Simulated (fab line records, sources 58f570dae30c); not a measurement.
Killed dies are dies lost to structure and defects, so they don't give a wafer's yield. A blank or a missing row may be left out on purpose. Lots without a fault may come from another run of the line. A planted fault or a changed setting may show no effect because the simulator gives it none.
One fault seen from 2 desks | flow berkeley_cmos170 | each desk has only its own numbers; what lay behind them comes last

THE METROLOGY DESK
What the gauges read, lot by lot, whatever tool the lot ran on: means of the sampled wafers that have a number. A lot is out of limits, marked OUT, if its mean lies more than 4 standard deviations from the usual mean; the brackets give that distance.
Columns: A = PWELL_OVL at UCB170_PWELL_OVL_MEAS_13, usual -1 nm; B = PLDD_TW at UCB170_PLDD_TW_MEAS_11, usual 1009; C = cd_nm at UCB170_PSD_CD_MEAS_06, usual 1200.1 nm; D = PLDD_RS at UCB170_SDANNEAL_RS_MEAS_04, usual 1032.0 ohm/sq
lot  | first seen here | A  | B               | C      | D
L684 | day 2 22:10     | -3 | 1008            | 1199.3 | 1032.3
L685 | day 3 05:23     | -1 | 1018            | 1199.6 | 1032.4
L687 | day 3 13:40     | 3  | 1007            | 1200.2 | 1030.2
L688 | day 3 18:52     | -1 | 1015            | 1199.7 | 1036.4
L689 | day 4 00:11     | 0  | 1006            | 1200.1 | 1033.5
L692 | day 4 18:14     | -5 | 994             | 1199.8 | 1029.8
L695 | day 5 05:46     | -5 | 1056 (+8.0) OUT | 1202.5 | 926.5 (-44) OUT
L696 | day 5 13:56     | -0 | 1051 (+7.2) OUT | 1199.4 | 921.9 (-46) OUT
L698 | day 5 20:53     | -2 | 1010            | 1199.0 | 1035.0
L699 | day 6 03:13     | 1  | 1015            | 1202.2 | 1031.1
L701 | day 6 10:53     | -3 | 1010            | 1200.1 | 1029.8
L702 | day 6 19:32     | -6 | 1011            | 1199.8 | 1029.9
L704 | day 7 04:14     | -9 | 1007            | 1201.9 | 1032.8
L706 | day 7 08:59     | 2  | 1008            | 1201.9 | 1031.4
This desk's finding: out of limits on L695, L696; first on L695, day 8 05:02 (PLDD_TW at UCB170_PLDD_TW_MEAS_11). In limits: L684, L685, L687, L688, L689, L692, L698, L699, L701, L702, L704, L706.

THE TOOL OWNER'S DESK: implanter-04
The tool's own readings at UCB170_PLDD_IMPLANT_08: means of the sampled wafers that have a number, for each lot that ran on this tool. A lot is out of limits, marked OUT, if its mean lies more than 4 standard deviations from the usual mean; the brackets give that distance.
Columns: A = beam_on_s at UCB170_PLDD_IMPLANT_08, usual 10.01 s; B = dose_ions_cm2 at UCB170_PLDD_IMPLANT_08, usual 5e+13
lot  | first seen here | A               | B
L684 | day 6 07:44     | 10.21           | 5e+13
L687 | day 6 21:28     | 10.17           | 5e+13
L695 | day 8 04:38     | 12.98 (+15) OUT | 7e+13 (+99 or more) OUT
L696 | day 8 10:07     | 12.92 (+15) OUT | 6e+13 (+99 or more) OUT
This desk's finding: out of limits on L695, L696; first on L695, day 8 04:38 (beam_on_s at UCB170_PLDD_IMPLANT_08). In limits: L684, L687.

PUT TOGETHER
The tool owner's desk could have raised an alarm at day 8 04:38, on L695, L696.
The metrology desk could have raised an alarm at day 8 05:02, on L695, L696.
Of the lots named, all ran UCB170_PLDD_IMPLANT_08 on implanter-04.

WHAT THE SIMULATOR HAD PUT IN
Process parameter drift: implanter-04, from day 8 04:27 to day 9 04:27, at UCB170_PLDD_IMPLANT_08. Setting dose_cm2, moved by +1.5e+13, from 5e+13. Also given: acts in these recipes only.
Lots struck among those shown: L695, L696.
Hours from the fault's start to each desk's first reading out of limits: the tool owner's desk, 0; the metrology desk, 1.
